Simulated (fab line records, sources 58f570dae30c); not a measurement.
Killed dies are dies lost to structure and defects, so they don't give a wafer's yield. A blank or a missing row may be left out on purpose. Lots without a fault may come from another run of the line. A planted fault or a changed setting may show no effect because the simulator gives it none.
Which tool did it? | flow berkeley_cmos170 | 13 lots, 39 wafers sampled, at 5 steps of a route of 331

WHAT THE GAUGES READ, wafer by wafer
UCB170_V1_THK_MEAS_01.
lot  | measured     | on            | V1_TEOS_THK (nm)
L751 | day 8 16:43  | film_metro-02 | 1966 1948 1982
L752 | day 8 22:40  | film_metro-04 | 2036 1935 2079
L757 | day 9 07:24  | film_metro-02 | 1932 1922 1976
L754 | day 9 08:44  | film_metro-02 | 1989 2052 2013
L759 | day 10 15:28 | film_metro-04 | 2029 1992 2060
L758 | day 10 16:49 | film_metro-04 | 2001 1972 2043
L764 | day 10 23:10 | film_metro-03 | 1956 1955 1979
L761 | day 11 00:31 | film_metro-03 | 1935 1947 1956
L763 | day 11 01:52 | film_metro-04 | 1979 1990 1960
L760 | day 11 03:11 | film_metro-02 | 1965 1991 1977
L770 | day 12 09:47 | film_metro-03 | 2022 1930 2041
L771 | day 12 09:47 | film_metro-02 | 2005 1964 2004
L774 | day 13 08:14 | film_metro-03 | 2012 1974 2016

UCB170_M3_RS_MEAS_02: measures by four-point-probe.
lot  | measured     | on            | M3_AL_RS (ohm/sq)
L751 | day 9 01:04  | film_metro-04 | 0.0323 0.0318 0.0319
L752 | day 9 08:44  | film_metro-04 | 0.0315 0.0316 0.0316
L757 | day 9 19:25  | film_metro-04 | 0.0318 0.0322 0.0321
L754 | day 9 19:55  | film_metro-01 | 0.0321 0.0323 0.0320
L759 | day 10 23:04 | film_metro-01 | 0.0329 0.0320 0.0325
L758 | day 11 01:01 | film_metro-01 | 0.0321 0.0321 0.0320
L764 | day 11 09:25 | film_metro-04 | 0.0323 0.0324 0.0322
L761 | day 11 11:53 | film_metro-04 | 0.0324 0.0323 0.0322
L763 | day 11 12:56 | film_metro-04 | 0.0319 0.0324 0.0318
L760 | day 11 14:23 | film_metro-02 | 0.0313 0.0313 0.0316
L770 | day 12 19:14 | film_metro-04 | 0.0321 0.0319 0.0323
L771 | day 12 20:02 | film_metro-02 | 0.0323 0.0326 0.0170
L774 | day 13 16:40 | film_metro-04 | 0.0322 0.0316 0.0321

UCB170_M3_THK_MEAS_03: measures by xrf.
lot  | measured     | on            | M3_AL_THK (nm)
L751 | day 9 01:10  | film_metro-04 | 881 892 892
L752 | day 9 08:50  | film_metro-04 | 898 898 901
L757 | day 9 19:32  | film_metro-04 | 892 881 881
L754 | day 9 20:02  | film_metro-01 | 895 892 903
L759 | day 10 23:10 | film_metro-01 | 879 899 894
L758 | day 11 01:07 | film_metro-01 | 904 902 907
L764 | day 11 09:32 | film_metro-04 | 884 872 878
L761 | day 11 12:01 | film_metro-04 | 880 886 884
L763 | day 11 13:01 | film_metro-04 | 895 881 887
L760 | day 11 14:29 | film_metro-02 | 925 927 915
L770 | day 12 19:22 | film_metro-04 | 883 886 877
L771 | day 12 20:08 | film_metro-02 | 891 877 1671
L774 | day 13 16:47 | film_metro-04 | 879 900 891

WHICH TOOL RAN EACH LOT (tool, then ch and the chambers of the sampled wafers, then the start)
lot  | UCB170_V2_STRIP_15                   | UCB170_M3_SPUTTER_01
L751 | plasma_asher-03 ch 0,1, day 9 00:40  | pvd_sputter-01, day 9 00:56
L752 | plasma_asher-04 ch 0,1, day 9 08:20  | pvd_sputter-02, day 9 08:38
L757 | plasma_asher-04 ch 0,1, day 9 19:02  | pvd_sputter-01, day 9 19:20
L754 | plasma_asher-04 ch 0,1, day 9 19:32  | pvd_sputter-01, day 9 19:50
L759 | plasma_asher-03 ch 0,1, day 10 22:40 | pvd_sputter-02, day 10 22:57
L758 | plasma_asher-03 ch 0,1, day 11 00:39 | pvd_sputter-01, day 11 00:54
L764 | plasma_asher-02 ch 0,1, day 11 09:02 | pvd_sputter-01, day 11 09:20
L761 | plasma_asher-04 ch 0,1, day 11 11:29 | pvd_sputter-02, day 11 11:47
L763 | plasma_asher-03 ch 0,1, day 11 12:32 | pvd_sputter-01, day 11 12:47
L760 | plasma_asher-03 ch 0,1, day 11 13:59 | pvd_sputter-01, day 11 14:17
L770 | plasma_asher-02 ch 0,1, day 12 18:52 | pvd_sputter-02, day 12 19:10
L771 | plasma_asher-02 ch 0,1, day 12 19:38 | pvd_sputter-01, day 12 19:55
L774 | plasma_asher-04 ch 0,1, day 13 16:18 | pvd_sputter-02, day 13 16:35
- UCB170_V2_STRIP_15: strips in O2.
- UCB170_M3_SPUTTER_01: material Al, target thk 900 nm, time 120 s.

WHAT THE TOOLS THEMSELVES READ (means of the sampled wafers that have a number; where no wafer has one, the mark that the record gives instead)
UCB170_V2_STRIP_15.
lot  | tool            | drypump_motor_current_A (A) | oes_product_au (a.u.) | strip_time_to_endpoint_s (s)
L751 | plasma_asher-03 | 5.8                         | 0.726                 | 15.33
L752 | plasma_asher-04 | 6.1                         | 0.727                 | 15.33
L757 | plasma_asher-04 | 5.9                         | 0.724                 | 15.43
L754 | plasma_asher-04 | 6.1                         | 0.726                 | 15.45
L759 | plasma_asher-03 | 5.8                         | 0.723                 | 15.58
L758 | plasma_asher-03 | 5.7                         | 0.720                 | 15.54
L764 | plasma_asher-02 | 5.8                         | 0.723                 | 15.57
L761 | plasma_asher-04 | 6.1                         | 0.723                 | 15.42
L763 | plasma_asher-03 | 5.8                         | 0.723                 | 15.34
L760 | plasma_asher-03 | 5.8                         | 0.724                 | 15.24
L770 | plasma_asher-02 | 5.8                         | 0.727                 | 15.62
L771 | plasma_asher-02 | 5.8                         | 0.722                 | 15.20
L774 | plasma_asher-04 | 6.1                         | 0.716                 | 15.48

UCB170_M3_SPUTTER_01.
lot  | tool           | throttle_valve_pct (%)
L751 | pvd_sputter-01 | 30.4
L752 | pvd_sputter-02 | 29.1
L757 | pvd_sputter-01 | 29.4
L754 | pvd_sputter-01 | 30.5
L759 | pvd_sputter-02 | 30.1
L758 | pvd_sputter-01 | 30.6
L764 | pvd_sputter-01 | 29.7
L761 | pvd_sputter-02 | 29.2
L763 | pvd_sputter-01 | 29.5
L760 | pvd_sputter-01 | 29.3
L770 | pvd_sputter-02 | 30.2
L771 | pvd_sputter-01 | 29.4
L774 | pvd_sputter-02 | 30.1

THE ANSWER, worked out from the rows above alone
Rule: what is usual is taken from the lots themselves. Put in order of their means at a reading, lots are off if they are a third of the lots or fewer, leave a main group of 4 or more, and stand apart from it by a gap of 3 or more times the standard deviation of the main group's means; of several such gaps the widest counts. A main group whose means are all the same, to the digits that the tables above print for the reading, isn't used. A lot without any number at a reading at which 4 lots or more have one is off too. The other lots that the step has rows for count as sound. The gauges are gone through in route order, then the tools' own readings, and for those a lot's mean is taken as printed above. The first step at which some lot is off is used, and at that step the reading that is off furthest; a lot without a number counts as furthest.
Off: L771, at UCB170_M3_RS_MEAS_02 (M3_AL_RS). The main group: mean 0.0320 ohm/sq, standard deviation 0.00028.
A tool fits if, at a process step before that reading, it ran every lot that is off, and no sound lot after the first of them. The gauges at UCB170_M3_RS_MEAS_02 are tried like those tools. Can't be told from this: 3 tools fit, plasma_asher-02 at UCB170_V2_STRIP_15, pvd_sputter-01 at UCB170_M3_SPUTTER_01, film_metro-02 at UCB170_M3_RS_MEAS_02.

WHAT THE SIMULATOR HAD PUT IN
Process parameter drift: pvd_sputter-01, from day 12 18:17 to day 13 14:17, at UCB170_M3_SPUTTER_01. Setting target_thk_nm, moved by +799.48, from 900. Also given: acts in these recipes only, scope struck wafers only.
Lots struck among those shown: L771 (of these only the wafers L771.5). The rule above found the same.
